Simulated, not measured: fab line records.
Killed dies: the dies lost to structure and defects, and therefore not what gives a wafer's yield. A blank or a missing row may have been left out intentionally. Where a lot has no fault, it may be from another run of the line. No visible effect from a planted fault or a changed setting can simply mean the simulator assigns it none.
Which tool was responsible? -- flow rit cmos -- 42 wafers from 14 lots sampled at 2 of the route's 202 steps

WHAT THE GAUGES SHOWED, per wafer
RIT_SPACER_THK_MEAS_04.
lot,measured,on,SPACER_NITRIDE_THK (nm)
L605,day 3 00:00,film metro-04,250.2 249.6 248.7
L606,day 3 04:05,film metro-02,254.2 250.1 251.4
L608,day 3 18:19,film metro-02,244.2 245.7 247.1
L609,day 3 23:25,film metro-01,250.3 251.9 252.4
L610,day 4 01:35,film metro-04,250.9 250.5 248.9
L611,day 4 06:06,film metro-02,248.1 251.4 248.9
L612,day 4 15:25,film metro-01,257.2 256.2 256.9
L613,day 4 20:22,film metro-02,255.1 252.0 252.4
L615,day 5 07:00,film metro-02,251.8 252.8 252.2
L621,day 6 07:32,film metro-02,250.8 254.2 251.3
L622,day 6 13:50,film metro-02,274.0 270.9 273.0
L623,day 6 20:32,film metro-02,269.5 268.8 270.6
L624,day 7 01:05,film metro-01,247.9 250.8 251.3
L626,day 7 13:32,film metro-04,250.9 251.0 251.6

WHAT TOOL EACH LOT RAN ON (gives the tool, then ch and the chambers of the sampled wafers, and finally the start)
lot,RIT_SPACER_CVD_03
L605,"lpcvd-01 ch 0, day 2 22:04"
L606,"lpcvd-01 ch 0, day 3 02:10"
L608,"lpcvd-02 ch 0, day 3 16:23"
L609,"lpcvd-01 ch 1, day 3 21:28"
L610,"lpcvd-02 ch 1, day 3 23:40"
L611,"lpcvd-01 ch 1, day 4 04:10"
L612,"lpcvd-01 ch 0, day 4 13:29"
L613,"lpcvd-01 ch 1, day 4 18:26"
L615,"lpcvd-01 ch 0, day 5 05:03"
L621,"lpcvd-02 ch 0, day 6 05:38"
L622,"lpcvd-01 ch 1, day 6 11:55"
L623,"lpcvd-01 ch 1, day 6 18:37"
L624,"lpcvd-02 ch 1, day 6 23:10"
L626,"lpcvd-02 ch 0, day 7 11:37"
- RIT_SPACER_CVD_03: deposits Si3N4 from SiH2Cl2/NH3, target thk 250 nm, time 3300 s.

AS READ BY THE TOOLS THEMSELVES (means over the sampled wafers that have a number; for cases with no such wafer, the mark the record gives instead)
RIT_SPACER_CVD_03.
lot,tool,sih2cl2 flow sccm (sccm)
L605,lpcvd-01,59.81
L606,lpcvd-01,59.90
L608,lpcvd-02,60.10
L609,lpcvd-01,60.03
L610,lpcvd-02,60.07
L611,lpcvd-01,60.08
L612,lpcvd-01,59.98
L613,lpcvd-01,60.07
L615,lpcvd-01,59.88
L621,lpcvd-02,60.06
L622,lpcvd-01,60.13
L623,lpcvd-01,60.07
L624,lpcvd-02,60.14
L626,lpcvd-02,60.12

THE ANSWER, worked out from the rows above alone
Rule: what is usual is taken from the lots themselves. The widest of any qualifying gaps counts: lots, ordered by their means at a reading, are off when they make up no more than a third of the lots, leave a main group of 4 or more, and stand apart from it by 3 or more times the standard deviation of that group's means. If all means in a main group match to the digits the tables above print for the reading, that group is not used. Also off: a lot with no number at a reading for which 4 or more lots have one. Any other lot the step has rows for is counted as sound. First the gauges in route order, then the tools' own readings, where a lot's mean is used as printed above. At the first step where some lot is off, the reading lying furthest off is the one used; lots without a number count as furthest.
Off: L622, L623, seen at RIT_SPACER_THK_MEAS_04 (SPACER_NITRIDE_THK). Mean 251.1 nm and standard deviation 2.5 in the main group.
A tool fits if, at a process step before that reading, it ran every lot that is off, and no sound lot after the first of them. Gauges at RIT_SPACER_THK_MEAS_04: tried the same way as those tools. Can't be told from this: 2 tools fit, lpcvd-01 at RIT_SPACER_CVD_03, film metro-02 at RIT_SPACER_THK_MEAS_04.

WHAT HAD BEEN PUT IN BY THE SIMULATOR
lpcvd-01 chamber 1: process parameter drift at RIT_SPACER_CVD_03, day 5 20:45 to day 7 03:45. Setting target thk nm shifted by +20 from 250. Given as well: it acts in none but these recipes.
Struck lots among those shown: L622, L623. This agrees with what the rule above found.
